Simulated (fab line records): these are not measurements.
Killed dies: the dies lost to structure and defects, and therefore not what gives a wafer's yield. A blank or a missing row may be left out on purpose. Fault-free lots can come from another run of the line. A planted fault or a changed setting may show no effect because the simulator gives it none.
Struck lot and sound lot, side by side | flow rit cmos | 18 out of 202 route steps
Sound: the wafers L443.1, L443.4, L443.6. Wafers struck: L438.2, L438.4, L438.6. Last of all comes the cause.
Per side, at each step with rows, come the tool, then ch with its chambers, and then its first start. Under that, the readings that differ: sound wafers | struck wafers | difference of the means | sigmas: that difference in standard deviations of wafers without a fault.
alike: readings with means less than 2 such deviations apart, plus words and numbers identical on both sides. not compared: withheld readings, readings lacking a value on some wafer, bounds such as >300 that could conceal the same value, and numbers that have no deviation in the record and whose values overlap.
The two part at a step that has a row with sigmas, a row that says differs or no value, or rows on one side only. Numbers that have no deviation but don't overlap get no sigmas and don't part them. A reading that every wafer of one side lacks parts them only if that side has two wafers or more.

first, 2 steps without rows for these wafers: RIT_ACTIVE_CLEAN_17 (cleans in SC2, time 600 s); RIT_FOX1_OXIDATION_00 (target thk 350.7 nm, ox time 1130 s).
RIT_FOX1_THK_MEAS_01:
  sound on film metro-01 at day 4 15:23; struck on film metro-02 at day 3 14:46
  alike: FOX1_OXIDE_THK
then, 2 steps without rows for these wafers: RIT_FOX1_WET_ETCH_02 (etches SiO2 in BOE, target depth 350 nm, time 390 s); RIT_FOX2_OXIDATION_00 (target thk 350.7 nm, ox time 1130 s).
RIT_FOX2_THK_MEAS_01:
  sound on film metro-03 at day 4 21:30; struck on film metro-04 at day 3 16:16
  reading             | sound       | struck      | difference | sigmas
  FOX2_OXIDE_THK (nm) | 357 357 357 | 344 338 341 | -16        | -2
then, 2 steps without rows for these wafers: RIT_FOX2_CLEAN_02 (cleans in dHF, time 180 s); RIT_FOX2_WET_ETCH_03 (etches Si3N4 in H3PO4, target depth 195 nm, time 2700 s).
RIT_FOX2_THK_MEAS_90:
  sound on film metro-03 at day 4 22:27; struck on film metro-03 at day 3 17:13
  reading                     | sound       | struck      | difference | sigmas
  FIELD_OXIDE_LEFT_1_THK (nm) | 330 329 330 | 317 311 314 | -16        | -2
then, 3 steps without rows for these wafers: RIT_NWELL_HMDS_00 (prime time 60 s); RIT_NWELL_COAT_01 (resist thk 1300 nm); RIT_NWELL_SOFTBAKE_02 (time 60 s).
RIT_NWELL_EXPOSE_03: exposes mask M2, target cd 43900 nm.
  sound on iline stepper-01 ch 0, day 4 23:19; struck on iline stepper-02 ch 0, day 3 17:44
  reading                       | sound                   | struck               | difference | sigmas
  model.NWELL.overlay x nm (nm) | -0.5936 -0.5936 -0.5936 | -151.7 -151.7 -151.7 | -151.1     |
  alike: mask
then, 2 steps without rows for these wafers: RIT_NWELL_PEB_04; RIT_NWELL_DEVELOP_05 (develop time 68 s).
RIT_NWELL_OVL_MEAS_06:
  sound on overlay-02 at day 4 23:45; struck on overlay-02 at day 3 18:09
  reading        | sound          | struck               | difference | sigmas
  NWELL_OVL (nm) | -0.7 -0.5 -1.0 | -149.9 -149.4 -150.5 | -149.2     | -99 or more
then, 1 step without rows for these wafers: RIT_NWELL_HARDBAKE_07 (time 120 s).
RIT_M1_PROBE_99:
  sound on prober-02 at day 6 17:34; struck on prober-01 at day 5 11:56
  reading                                 | sound             | struck            | difference | sigmas
  model.etest.well edge right.line ohm um | 180.3 180.2 179.7 | 187.9 190.2 190.2 | +9.4       |
  model.etest.well edge left.line ohm um  | 180.3 183.5 179.2 | 178.2 175.6 175.7 | -4.5       |
  alike: killed at contacts, killed at front end, killed dies, killed open, killed short

WHERE THEY PART
Last at RIT_NWELL_OVL_MEAS_06 as far as this record goes, first at RIT_FOX2_THK_MEAS_01. Later steps at which nothing parts them and some readings are alike: RIT_M1_PROBE_99.

WHY: whatever the simulator had introduced
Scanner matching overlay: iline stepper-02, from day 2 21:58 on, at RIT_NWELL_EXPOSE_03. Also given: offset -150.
